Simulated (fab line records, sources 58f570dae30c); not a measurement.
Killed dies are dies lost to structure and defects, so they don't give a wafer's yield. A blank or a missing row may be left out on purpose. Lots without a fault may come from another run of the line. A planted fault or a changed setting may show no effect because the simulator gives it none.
Chamber matching | flow berkeley_cmos170 | UCB170_V1_CMP_02 on cmp-01: 4 sister chambers
The step polishes SiO2. 18 wafers are shown with their chamber, then 9 later ones without.

WAFERS WITH THEIR CHAMBER
wafer  | chamber | motor_current_A (A) | slurry_filter_dp_kPa (kPa)
L660.3 | 1       | 16.0                | 13.42
L660.5 | 1       | 16.1                | 13.39
L660.6 | 2       | 16.9                | 13.61
L669.2 | 3       | 17.1                | 13.46
L669.3 | 0       | 16.8                | 13.46
L669.6 | 0       | 16.2                | 13.39
L670.2 | 3       | 16.3                | 13.57
L670.3 | 1       | 16.3                | 13.42
L670.5 | 0       | 16.6                | 13.53
L673.2 | 0       | 16.1                | 13.67
L673.3 | 2       | 17.2                | 13.44
L673.6 | 2       | 17.5                | 13.64
L674.2 | 0       | 16.1                | 13.34
L674.3 | 2       | 17.2                | 13.57
L674.4 | 3       | 15.9                | 13.48
L677.3 | 0       | 16.2                | 13.58
L677.4 | 2       | 17.1                | 13.63
L677.6 | 3       | 16.6                | 13.22

SIGNATURES (means of the wafers above)
reading              | chamber 0 | chamber 1 | chamber 2 | chamber 3 | scatter within a chamber
motor_current_A      | 16.333    | 16.133    | 17.180    | 16.475    | 0.32
slurry_filter_dp_kPa | 13.4950   | 13.4100   | 13.5780   | 13.4325   | 0.11
Rule: a wafer's distance from a chamber is the root of the sum, over the readings, of the square of ((its reading less the chamber's mean) divided by the reading's scatter). The wafer belongs to the nearest chamber; if the next one is less than 2 further off, it can't be placed. The scatter: the root of (the sum of the squares of (reading less its chamber's mean) over the shown wafers, divided by (wafers less chambers)).

WAFERS WITHOUT THEIR CHAMBER
wafer  | motor_current_A (A) | slurry_filter_dp_kPa (kPa)
L681.3 | 16.8                | 13.44
L681.4 | 15.9                | 13.52
L681.5 | 16.4                | 13.36
L679.1 | 16.7                | 13.57
L679.4 | 17.4                | 13.34
L679.5 | 15.9                | 13.47
L680.1 | 17.9                | 13.33
L680.3 | 16.6                | 13.50
L680.4 | 15.5                | 13.44

WHICH CHAMBER EACH WENT THROUGH
wafer  | from the rows above               | in truth
L681.3 | can't be placed: 3 or 0 or 2 or 1 | 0
L681.4 | can't be placed: 1 or 0 or 3      | 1
L681.5 | can't be placed: 3 or 1 or 0      | 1
L679.1 | can't be placed: 0 or 3 or 2 or 1 | 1
L679.4 | can't be placed: 2 or 3 or 0 or 1 | 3
L679.5 | can't be placed: 1 or 0 or 3      | 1
L680.1 | can't be placed: 2 or 3 or 0      | 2
L680.3 | can't be placed: 3 or 0 or 1 or 2 | 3
L680.4 | can't be placed: 1 or 0 or 3      | 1
Placed correctly: 0 of 9. Can't be placed from these rows: 9 (the true chamber is among the candidates in 9). Placed wrongly: 0.
